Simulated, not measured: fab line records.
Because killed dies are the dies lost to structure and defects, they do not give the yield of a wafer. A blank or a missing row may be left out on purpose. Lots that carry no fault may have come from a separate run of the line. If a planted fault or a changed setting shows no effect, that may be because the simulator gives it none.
What tool caused it? + flow berkeley-cmos170 + 14 lots with 42 wafers sampled at 6 steps, on a route of 331 steps

== WHAT THE GAUGES READ, wafer by wafer ==
UCB170_GATE_OVL_MEAS_13.
| lot  | measured     | on         | GATE_OVL (nm) |
|------|--------------|------------|---------------|
| L463 | day 7 08:34  | overlay-02 | 2 0 -7        |
| L464 | day 7 08:51  | overlay-01 | 1 6 4         |
| L467 | day 8 09:43  | overlay-02 | -11 -8 -6     |
| L466 | day 8 10:00  | overlay-01 | -6 -6 -1      |
| L469 | day 8 10:11  | overlay-01 | -3 1 -2       |
| L468 | day 8 10:19  | overlay-01 | 1 4 7         |
| L471 | day 8 22:35  | overlay-01 | 7 -3 10       |
| L470 | day 8 22:43  | overlay-02 | -5 -3 -1      |
| L476 | day 10 03:52 | overlay-02 | 7 10 4        |
| L480 | day 10 03:59 | overlay-02 | 2 6 2         |
| L482 | day 11 05:08 | overlay-02 | 3 5 2         |
| L483 | day 11 05:37 | overlay-01 | 2 -5 -3       |
| L484 | day 11 19:20 | overlay-02 | -5 -3 0       |
| L485 | day 11 19:38 | overlay-02 | -6 -10 -7     |

UCB170_PLDD_TW_MEAS_11.
| lot  | measured     | on            | PLDD_TW        |
|------|--------------|---------------|----------------|
| L463 | day 7 11:16  | film-metro-02 | 1006 1010 1008 |
| L464 | day 7 11:25  | film-metro-02 | 1010 1005 1002 |
| L467 | day 8 11:38  | film-metro-01 | 1019 1015 1018 |
| L466 | day 8 12:04  | film-metro-02 | 997 994 994    |
| L469 | day 8 12:18  | film-metro-01 | 1013 1014 1012 |
| L468 | day 8 15:07  | film-metro-01 | 1009 1019 1013 |
| L471 | day 9 01:13  | film-metro-02 | 998 992 1001   |
| L470 | day 9 01:16  | film-metro-03 | 992 992 997    |
| L476 | day 10 06:31 | film-metro-02 | 953 954 954    |
| L480 | day 10 07:19 | film-metro-02 | 947 952 951    |
| L482 | day 11 07:52 | film-metro-02 | 999 997 1002   |
| L483 | day 11 08:05 | film-metro-03 | 1002 997 1001  |
| L484 | day 11 21:24 | film-metro-03 | 1001 998 996   |
| L485 | day 11 21:42 | film-metro-02 | 1001 997 1006  |

UCB170_NLDD_CD_MEAS_06 targets a cd of 1200 nm.
| lot  | measured     | on        | cd-nm (nm)           |
|------|--------------|-----------|----------------------|
| L463 | day 7 12:41  | cd-sem-02 | 1199.9 1200.5 1199.4 |
| L464 | day 7 12:56  | cd-sem-01 | 1196.5 1196.6 1197.0 |
| L467 | day 8 15:25  | cd-sem-01 | 1201.2 1200.2 1201.1 |
| L466 | day 8 14:47  | cd-sem-01 | 1201.9 1200.7 1202.2 |
| L469 | day 8 15:28  | cd-sem-02 | 1199.4 1200.9 1201.4 |
| L468 | day 8 17:05  | cd-sem-01 | 1198.1 1198.7 1198.5 |
| L471 | day 9 02:18  | cd-sem-02 | 1200.2 1199.7 1200.3 |
| L470 | day 9 02:37  | cd-sem-01 | 1202.0 1200.9 1200.9 |
| L476 | day 10 09:51 | cd-sem-02 | 1196.8 1196.8 1196.3 |
| L480 | day 10 10:31 | cd-sem-02 | 1197.7 1199.0 1198.6 |
| L482 | day 11 10:10 | cd-sem-02 | 1200.9 1201.5 1201.3 |
| L483 | day 11 09:53 | cd-sem-02 | 1201.8 1201.9 1202.2 |
| L484 | day 11 22:36 | cd-sem-02 | 1199.2 1198.7 1197.9 |
| L485 | day 11 22:56 | cd-sem-01 | 1197.9 1196.7 1197.5 |

UCB170_SDANNEAL_RS_MEAS_04: measures by four-point-probe.
| lot  | measured     | on            | PLDD_RS (ohm/sq)     |
|------|--------------|---------------|----------------------|
| L463 | day 7 23:52  | film-metro-01 | 1036.7 1033.4 1033.3 |
| L464 | day 7 23:43  | film-metro-02 | 1027.4 1028.4 1028.3 |
| L467 | day 9 03:54  | film-metro-02 | 1029.2 1033.2 1028.6 |
| L466 | day 9 03:14  | film-metro-01 | 1032.7 1035.6 1035.1 |
| L469 | day 9 03:27  | film-metro-03 | 1031.7 1033.7 1031.4 |
| L468 | day 9 04:24  | film-metro-02 | 1032.7 1034.6 1034.6 |
| L471 | day 9 15:08  | film-metro-01 | 1032.8 1032.8 1033.1 |
| L470 | day 9 15:35  | film-metro-03 | 1032.2 1032.3 1029.9 |
| L476 | day 10 20:41 | film-metro-02 | 1192.1 1183.9 1186.4 |
| L480 | day 10 21:36 | film-metro-01 | 1194.5 1195.1 1192.3 |
| L482 | day 11 21:16 | film-metro-01 | 1034.0 1035.4 1036.3 |
| L483 | day 11 21:12 | film-metro-03 | 1031.0 1026.8 1029.6 |
| L484 | day 12 13:08 | film-metro-02 | 1029.3 1033.0 1033.2 |
| L485 | day 12 13:29 | film-metro-03 | 1030.2 1030.4 1031.5 |

== WHAT TOOL EACH LOT RAN ON (gives the tool, then ch and the chambers of the sampled wafers, and finally the start) ==
| lot  | UCB170_GATE_ETCH_14                | UCB170_PLDD_IMPLANT_09          |
|------|------------------------------------|---------------------------------|
| L463 | rie-diel-03 ch 0,1,2, day 7 08:37  | implanter-01 ch 0, day 7 11:01  |
| L464 | rie-diel-02 ch 0,3, day 7 08:53    | implanter-03 ch 0, day 7 11:11  |
| L467 | rie-diel-02 ch 0,2,3, day 8 09:46  | implanter-01 ch 0, day 8 11:23  |
| L466 | rie-diel-03 ch 0,2, day 8 10:02    | implanter-03 ch 0, day 8 11:49  |
| L469 | rie-diel-01 ch 1,3, day 8 10:14    | implanter-04 ch 0, day 8 12:03  |
| L468 | rie-diel-03 ch 2,3, day 8 10:21    | implanter-01 ch 0, day 8 14:53  |
| L471 | rie-diel-03 ch 1,2,3, day 8 22:38  | implanter-03 ch 0, day 9 00:58  |
| L470 | rie-diel-01 ch 1,3, day 8 22:45    | implanter-04 ch 0, day 9 01:03  |
| L476 | rie-diel-03 ch 1,2, day 10 03:54   | implanter-01 ch 0, day 10 06:16 |
| L480 | rie-diel-01 ch 0,2, day 10 04:01   | implanter-01 ch 0, day 10 07:05 |
| L482 | rie-diel-02 ch 0,1,2, day 11 05:10 | implanter-04 ch 0, day 11 07:37 |
| L483 | rie-diel-02 ch 0,1,2, day 11 05:40 | implanter-03 ch 0, day 11 07:52 |
| L484 | rie-diel-01 ch 0,3, day 11 19:23   | implanter-03 ch 0, day 11 21:09 |
| L485 | rie-diel-02 ch 0,2, day 11 19:39   | implanter-04 ch 0, day 11 21:29 |
- UCB170_GATE_ETCH_14: etches BARC in N2/H2.
- UCB170_PLDD_IMPLANT_09

== WHAT THE TOOLS THEMSELVES READ (means of the sampled wafers that have a number; where no wafer has one, the mark that the record gives instead) ==
UCB170_GATE_ETCH_14.
| lot  | tool        | drypump-motor-current-A (A) | oes-product-au (a.u.) | throttle-valve-pct (%) |
|------|-------------|-----------------------------|-----------------------|------------------------|
| L463 | rie-diel-03 | 6.0                         | 1.007                 | 13.38                  |
| L464 | rie-diel-02 | 5.6                         | 1.012                 | 13.25                  |
| L467 | rie-diel-02 | 5.7                         | 1.008                 | 13.39                  |
| L466 | rie-diel-03 | 5.7                         | 1.015                 | 13.27                  |
| L469 | rie-diel-01 | 5.6                         | 1.009                 | 13.34                  |
| L468 | rie-diel-03 | 5.2                         | 1.007                 | 13.11                  |
| L471 | rie-diel-03 | 5.7                         | 1.006                 | 13.30                  |
| L470 | rie-diel-01 | 5.6                         | 1.004                 | 13.33                  |
| L476 | rie-diel-03 | 6.1                         | 0.985                 | 13.46                  |
| L480 | rie-diel-01 | 6.2                         | 0.989                 | 13.14                  |
| L482 | rie-diel-02 | 6.1                         | 1.014                 | 13.38                  |
| L483 | rie-diel-02 | 6.1                         | 1.015                 | 13.39                  |
| L484 | rie-diel-01 | 6.0                         | 0.985                 | 13.46                  |
| L485 | rie-diel-02 | 6.0                         | 1.021                 | 13.53                  |

UCB170_PLDD_IMPLANT_09.
| lot  | tool         | dose-ions-cm2 | faraday-current-uA | tilt-deg (degrees) |
|------|--------------|---------------|--------------------|--------------------|
| L463 | implanter-01 | 5e+13         | 158                | 7.010              |
| L464 | implanter-03 | 5e+13         | 161                | 6.984              |
| L467 | implanter-01 | 5e+13         | 155                | 6.966              |
| L466 | implanter-03 | 5e+13         | 161                | 6.995              |
| L469 | implanter-04 | 5e+13         | 162                | 6.998              |
| L468 | implanter-01 | 5e+13         | 161                | 7.020              |
| L471 | implanter-03 | 5e+13         | 156                | 6.967              |
| L470 | implanter-04 | 5e+13         | 160                | 6.986              |
| L476 | implanter-01 | 3e+13         | 106                | 6.977              |
| L480 | implanter-01 | 3e+13         | 108                | 6.972              |
| L482 | implanter-04 | 5e+13         | 156                | 7.005              |
| L483 | implanter-03 | 5e+13         | 159                | 6.981              |
| L484 | implanter-03 | 5e+13         | 159                | 7.010              |
| L485 | implanter-04 | 5e+13         | 156                | 7.005              |

== THE ANSWER, worked out from the rows above alone ==
Rule: what is usual is taken from the lots themselves. Put in order of their means at a reading, lots are off if they are a third of the lots or fewer, leave a main group of 4 or more, and stand apart from it by a gap of 3 or more times the standard deviation of the main group's means; of several such gaps the widest counts. The tables above print the reading to a certain number of digits; a main group whose means all agree to those digits is not used. A lot without any number at a reading at which 4 lots or more have one is off too. The other lots that the step has rows for count as sound. The gauges are gone through in route order, then the tools' own readings, and for those a lot's mean is taken as printed above. At the first step where some lot is off, the reading lying furthest off is the one used; lots without a number count as furthest.
Off: L476, L480, at UCB170_PLDD_TW_MEAS_11 (PLDD_TW). The main group has a mean of 1004 with a standard deviation of 7.5.
A tool fits if, at a process step before that reading, it ran every lot that is off, and no sound lot after the first of them. Not tried: the gauges at UCB170_PLDD_TW_MEAS_11; whatever is off there is also off at UCB170_GATE_ETCH_14, on other tools, and gauge error can't account for it. One fits: UCB170_PLDD_IMPLANT_09 on implanter-01. A fault onset in the window from L468 (day 8 14:53, its last sound lot) to L476 (day 10 06:16, its first lot off) fits.
The tool's own readings at UCB170_PLDD_IMPLANT_09 bear it out: on the lots that are off they differ by more than 5 times the standard deviation of the sound lots' means. dose-ions-cm2 reads 3e+13 there against 5e+13 on the sound lots; faraday-current-uA reads 107 there against 159 on the sound lots.

== WHAT THE SIMULATOR HAD INSERTED ==
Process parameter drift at UCB170_PLDD_IMPLANT_09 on implanter-01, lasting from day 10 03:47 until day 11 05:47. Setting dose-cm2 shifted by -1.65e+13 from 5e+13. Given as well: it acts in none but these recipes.
Shown lots that were struck: L476, L480. The rule given above showed the same thing.
